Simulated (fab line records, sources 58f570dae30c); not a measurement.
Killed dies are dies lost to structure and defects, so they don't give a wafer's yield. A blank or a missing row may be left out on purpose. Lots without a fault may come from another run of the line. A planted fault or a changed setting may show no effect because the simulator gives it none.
Which tool did it? | flow berkeley_cmos170 | 14 lots, 42 wafers sampled, at 4 steps of a route of 331

WHAT THE GAUGES READ, wafer by wafer
UCB170_V1_CD_MEAS_90: target cd 700 nm.
lot  | measured     | on        | cd_nm (nm)
L946 | day 7 09:17  | cd_sem-01 | 700.9 700.6 700.2
L948 | day 7 06:42  | cd_sem-02 | 700.4 702.0 698.8
L949 | day 7 08:56  | cd_sem-01 | 699.9 700.0 699.4
L951 | day 8 04:17  | cd_sem-01 | 701.9 702.1 701.1
L950 | day 8 04:02  | cd_sem-02 | 698.8 698.7 700.1
L952 | day 8 03:49  | cd_sem-02 | 700.2 700.5 699.8
L953 | day 8 13:44  | cd_sem-01 | 702.6 702.2 701.4
L954 | day 8 13:25  | cd_sem-02 | 699.9 700.7 700.1
L956 | day 9 04:05  | cd_sem-02 | 701.5 699.8 699.6
L957 | day 9 03:49  | cd_sem-02 | 700.3 700.8 699.1
L961 | day 10 14:32 | cd_sem-02 | 700.4 701.4 701.8
L962 | day 10 18:55 | cd_sem-01 | 698.1 698.1 700.8
L963 | day 11 00:16 | cd_sem-01 | 699.3 699.1 700.4
L965 | day 11 13:08 | cd_sem-02 | 699.9 701.5 701.4

UCB170_V2_OVL_MEAS_13.
lot  | measured     | on         | V2_OVL (nm)
L946 | day 7 15:46  | overlay-01 | -9 2 -12
L948 | day 7 13:10  | overlay-02 | 2 -5 3
L949 | day 7 15:22  | overlay-02 | 4 3 -3
L951 | day 8 09:43  | overlay-02 | -4 6 -2
L950 | day 8 09:24  | overlay-02 | 7 -7 -3
L952 | day 8 09:10  | overlay-02 | -2 -2 -1
L953 | day 8 19:03  | overlay-01 | -5 -4 -1
L954 | day 8 18:46  | overlay-02 | -2 4 4
L956 | day 9 08:52  | overlay-01 | 3 3 5
L957 | day 9 08:39  | overlay-02 | -4 -3 -8
L961 | day 10 19:55 | overlay-01 | 0 -4 -2
L962 | day 10 23:58 | overlay-01 | 0 -3 -10
L963 | day 11 05:34 | overlay-02 | -7 -10 -7
L965 | day 11 17:35 | overlay-02 | -6 -3 0

WHICH TOOL RAN EACH LOT (tool, then ch and the chambers of the sampled wafers, then the start)
lot  | UCB170_NWELL_STRIP_15               | UCB170_V1_CLEAN_05
L946 | plasma_asher-03 ch 0,1, day 2 13:19 | wet_bench-04 ch 3, day 7 06:56
L948 | plasma_asher-04 ch 0,1, day 2 17:37 | wet_bench-02 ch 2, day 7 04:32
L949 | plasma_asher-03 ch 0,1, day 2 22:17 | wet_bench-04 ch 3, day 7 06:40
L951 | plasma_asher-02 ch 0,1, day 3 07:38 | wet_bench-01 ch 1, day 8 02:28
L950 | plasma_asher-03 ch 0,1, day 3 07:53 | wet_bench-04 ch 1, day 8 02:10
L952 | plasma_asher-02 ch 0,1, day 3 13:23 | wet_bench-04 ch 0, day 8 02:10
L953 | plasma_asher-04 ch 0,1, day 3 22:50 | wet_bench-04 ch 0, day 8 11:25
L954 | plasma_asher-02 ch 0,1, day 3 23:00 | wet_bench-04 ch 2, day 8 11:25
L956 | plasma_asher-04 ch 0,1, day 4 08:56 | wet_bench-01 ch 3, day 9 02:23
L957 | plasma_asher-02 ch 1, day 4 11:08   | wet_bench-01 ch 0, day 9 02:05
L961 | plasma_asher-02 ch 0, day 5 09:07   | wet_bench-02 ch 3, day 10 12:52
L962 | plasma_asher-02 ch 0,1, day 5 15:02 | wet_bench-02 ch 2, day 10 17:15
L963 | plasma_asher-02 ch 0,1, day 5 20:29 | wet_bench-02 ch 2, day 10 22:47
L965 | plasma_asher-04 ch 0,1, day 6 01:37 | wet_bench-04 ch 1, day 11 11:32
- UCB170_NWELL_STRIP_15: strips in O2.
- UCB170_V1_CLEAN_05: cleans in DIW.

WHAT THE TOOLS THEMSELVES READ (means of the sampled wafers that have a number; where no wafer has one, the mark that the record gives instead)
UCB170_NWELL_STRIP_15.
lot  | tool            | drypump_motor_current_A (A) | oes_product_au (a.u.) | strip_time_to_endpoint_s (s)
L946 | plasma_asher-03 | 5.7                         | 0.719                 | 18.46
L948 | plasma_asher-04 | 5.4                         | 0.723                 | 18.43
L949 | plasma_asher-03 | 5.8                         | 0.721                 | 18.37
L951 | plasma_asher-02 | 6.0                         | 0.721                 | 18.39
L950 | plasma_asher-03 | 5.8                         | 0.721                 | 18.44
L952 | plasma_asher-02 | 6.4                         | 0.724                 | 18.43
L953 | plasma_asher-04 | 5.4                         | 0.726                 | 18.34
L954 | plasma_asher-02 | 6.4                         | 0.724                 | 18.36
L956 | plasma_asher-04 | 5.4                         | 0.720                 | 18.34
L957 | plasma_asher-02 | 6.8                         | 0.720                 | 18.45
L961 | plasma_asher-02 | 5.6                         | 0.722                 | 18.36
L962 | plasma_asher-02 | 6.0                         | 0.715                 | 18.34
L963 | plasma_asher-02 | 6.0                         | 0.718                 | 18.46
L965 | plasma_asher-04 | 5.4                         | 0.728                 | 18.57

THE ANSWER, worked out from the rows above alone
Rule: what is usual is taken from the lots themselves. Put in order of their means at a reading, lots are off if they are a third of the lots or fewer, leave a main group of 4 or more, and stand apart from it by a gap of 3 or more times the standard deviation of the main group's means; of several such gaps the widest counts. A main group whose means are all the same, to the digits that the tables above print for the reading, isn't used. A lot without any number at a reading at which 4 lots or more have one is off too. The other lots that the step has rows for count as sound. The gauges are gone through in route order, then the tools' own readings, and for those a lot's mean is taken as printed above. The first step at which some lot is off is used, and at that step the reading that is off furthest; a lot without a number counts as furthest.
No lot is off at any reading shown: from this, nothing can be told.

WHAT THE SIMULATOR HAD PUT IN
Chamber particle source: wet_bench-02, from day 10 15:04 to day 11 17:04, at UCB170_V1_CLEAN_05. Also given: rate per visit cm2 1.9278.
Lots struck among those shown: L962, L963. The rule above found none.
